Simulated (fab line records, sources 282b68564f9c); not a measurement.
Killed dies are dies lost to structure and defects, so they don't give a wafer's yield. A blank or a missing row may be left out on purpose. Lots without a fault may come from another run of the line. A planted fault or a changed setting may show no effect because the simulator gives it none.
Problem report in the 8D (eight disciplines) form, filled by code | flow rit_cmos | the parts of the form that need people (team, actions taken, sign-off) are left out

1. THE PROBLEM
beam_energy_keV at RIT_NWELL_IMPLANT_08 reads a mean of 178.24 on 9 wafers of 3 lots; wafers without a fault read 170.00 with a standard deviation of 0.051. That is +99 or more standard deviations from the usual mean.
First seen on wafer L652.1, day 5 17:17, on implanter-04. The record holds 21 wafers of 7 lots with a number at this step. Rule for "out", or "out of limits": more than 4 standard deviations from the usual mean. The other wafers with a number count as sound.

2. WHAT IT IS AND WHAT IT IS NOT
question                    | is                     | is not
which readings at this step | beam_energy_keV        | end_station_pressure_torr, faraday_current_uA
which lots                  | L652, L653, L654       | L634, L638, L656, L657
which wafers of those lots  | all that have a number | -
read on which tools         | implanter-04           | implanter-03
when                        | from day 5 17:17       | up to then (6 sound wafers); but 6 sound wafers of L656, L657 came after

3. SUSPECTS, AND WHAT RULES EACH OUT
Counting: a tool at a process step up to the reading stays a suspect if it ran every lot that is out and no sound lot after the first of them.
- implanter-04 at RIT_NWELL_IMPLANT_08: kept. It ran every lot that is out, first L652 (day 5 17:17), and no sound lot after that; its last sound lot up to then is L638 (day 2 19:37). Its own readings are out on those wafers: beam_energy_keV.
Left after counting: implanter-04 at RIT_NWELL_IMPLANT_08.

4. THE CAUSE (what the simulator had put in)
Process parameter drift: implanter-04, from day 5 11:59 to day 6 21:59, at RIT_NWELL_IMPLANT_08. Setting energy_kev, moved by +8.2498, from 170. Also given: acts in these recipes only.
Counting left only this tool.

5. THE CHAIN OF EFFECTS, in route order
Each row: a reading whose mean over the struck wafers that have a number lies more than 3 standard deviations from the usual. Only readings for which the record gives a usual standard deviation are gone through. hours: the time from each lot's start at the first step in this table that gives one to its start at this step, as a median over the lots. sigmas: the change in usual standard deviations.
hours | step                 | reading         | usual  | on struck wafers | change | sigmas
0     | RIT_NWELL_IMPLANT_08 | beam_energy_keV | 170.00 | 178.24           | +8.24  | +99 or more
The process steps in it:
- RIT_NWELL_IMPLANT_08

6. WHAT WOULD HAVE CAUGHT IT SOONER
In this record the first reading out of limits was taken at day 5 17:17, 5 hours after the fault began at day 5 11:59.
